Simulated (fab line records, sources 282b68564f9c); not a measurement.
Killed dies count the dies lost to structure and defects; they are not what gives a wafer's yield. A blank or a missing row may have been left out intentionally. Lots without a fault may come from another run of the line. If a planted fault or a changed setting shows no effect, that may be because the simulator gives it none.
Comparing a struck lot with a sound one | flow rit_cmos | 18 out of 202 route steps
Sound: wafers L481.2, L481.4, L481.6. Struck: wafer L487.1 (left out: L487.2, L487.5 of the same lot, which were not struck); the cause appears at the end.
Order at every step that has rows: each side's tool, ch and its chambers, its first start. Under that, the readings that differ: sound wafers | struck wafers | difference of the means | sigmas: that difference in standard deviations of wafers without a fault.
alike: a reading whose means differ by less than 2 such deviations, as well as words and numbers matching on both sides. not compared: withheld readings; readings where some wafer has no value; bounds like >300 that might hide an equal value; numbers whose values overlap and for which the record gives no deviation.
The two part at a step that has a row with sigmas, a row that says differs or no value, or rows on one side only. Non-overlapping numbers with no deviation appear without sigmas and do not part them. Lack of a reading on every wafer of one side parts them only where that side has two or more wafers.

RIT_M1_SPUTTER_00: material Al, target thk 400 nm, time 500 s.
  sound: pvd_sputter-02 at day 3 10:36; struck: pvd_sputter-02 at day 4 14:56
  alike: throttle_valve_pct
RIT_M1_RS_MEAS_01: the measuring method here is four-point-probe.
  sound: film_metro-04 at day 3 10:55; struck: film_metro-04 at day 4 15:13
  alike: M1_AL_RS
RIT_M1_THK_MEAS_02: measures by xrf.
  sound: film_metro-04 at day 3 11:01; struck: film_metro-04 at day 4 15:20
  alike: M1_AL_THK
then, 6 steps without rows for these wafers: RIT_M1_HMDS_03 (prime time 60 s); RIT_M1_COAT_04 (resist thk 1300 nm); RIT_M1_SOFTBAKE_05 (time 60 s); RIT_M1_EXPOSE_06 (exposes mask M12, target cd 2600 nm); RIT_M1_PEB_07; RIT_M1_DEVELOP_08 (develop time 68 s).
RIT_M1_CD_MEAS_09: the cd target is 2600 nm.
  sound: cd_sem-01 at day 3 11:58; struck: cd_sem-02 at day 4 16:17
  alike: cd_nm
RIT_M1_OVL_MEAS_10:
  sound: overlay-01 at day 3 12:05; struck: overlay-01 at day 4 16:24
  alike: M1_OVL
then, 1 step without rows for these wafers: RIT_M1_HARDBAKE_11 (time 120 s).
RIT_M1_METAL_ETCH_12: etches Al in Cl2/BCl3, stops on SiO2, time 165 s, target depth 600 nm.
  sound on rie_metal-01 ch 0,1, day 3 12:22; struck on rie_metal-01 ch 0, day 4 16:41
  reading                                 | sound             | struck | difference | sigmas
  oes_product_au (a.u.)                   | 0.770 0.772 0.770 | 0.975  | +0.204     | +21
  run_length_s (s)                        | 193.1 193.4 192.7 | 127.2  | -65.9      | -99 or more
  model.NOVOLAK_of_M1_COAT_04.thk_nm (nm) | 819.5 818 806.2   | 943.6  | +129.0     |
  model.M1.feature_depth_nm (nm)          | 426.4 427.6 430.3 | 346.2  | -81.9      |
  model.etch.depth_nm (nm)                | 394.8 396.2 397.4 | 346.2  | -49.9      |
  alike: drypump_motor_current_A, mfc_cl2_sccm, throttle_valve_pct
  not compared: rf_hours_counter_h
then, 1 step without rows for these wafers: RIT_M1_STRIP_13 (strips in nmp, time 600 s).
RIT_M1_STRIP_14: strips in O2, time 180 s.
  sound on plasma_asher-01 ch 0,1, day 3 12:42; struck on plasma_asher-02 ch 1, day 4 17:01
  alike: drypump_motor_current_A
  not compared: rf_hours_counter_h
RIT_M1_CD_MEAS_90: the cd target is 2600 nm.
  sound: cd_sem-01 at day 3 12:53; struck: cd_sem-02 at day 4 17:12
  alike: cd_nm
then, 1 step without rows for these wafers: RIT_M1_ANNEAL_15 (time 1800 s).
RIT_M1_PROBE_99:
  sound: prober-02 at day 3 15:05; struck: prober-02 at day 4 18:56
  reading                               | sound             | struck | difference | sigmas
  defect_limited_yield (%)              | 97.7 98.1 98.5    | 0      | -98        | -89
  killed_at_M0_to_M3                    | 0 0 0             | 254    | +254       |
  killed_dies                           | 6 5 4             | 264    | +259       | +92
  killed_on_rim                         | 1 2 2             | 70     | +68        | +49
  killed_short                          | 3 2 2             | 7      | +5         | +3
  sort_bin_5_function (%)               | 1.9 1.1 1.1       | 97.7   | +96.3      | +99 or more
  sort_bin_6_memory (%)                 | 0.4 0.8 0.4       | 1.9    | +1.4       | +2
  sort_n_pass                           | 258.0 259.0 260.0 | 0      | -259       | -92
  sort_yield_pct (%)                    | 97.7 98.1 98.5    | 0      | -98        | -89
  model.etest.tester.sort_n_pass        | 258 259 260       | 0      | -259       |
  model.etest.tester.sort_yield_pct (%) | 97.73 98.11 98.48 | 0      | -98        |
  model.etest.tester.sort_bin_5_pct (%) | 1.894 1.136 1.136 | 97.73  | +96.34     |
  model.etest.field_p.short             | 0 0 0             | 1      | +1         |
  model.etest.npoly_sal.short           | 0 0 0             | 1      | +1         |
  model.etest.pmos_0p15.over_limit      | 0 0 0             | 1      | +1         |
  model.etest.ppoly_sal.short           | 0 0 0             | 1      | +1         |
  model.etest.pmos_0p3.short            | 0 0 0             | 1      | +1         |
  alike: killed_at_front_end, killed_open, sort_bin_3_pad_short

== WHERE THEY PART ==
At RIT_M1_METAL_ETCH_12 first; at RIT_M1_PROBE_99 last (within this record only).

WHY: what had been put in by the simulator
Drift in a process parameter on rie_metal-01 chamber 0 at RIT_M1_METAL_ETCH_12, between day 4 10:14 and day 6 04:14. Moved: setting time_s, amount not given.
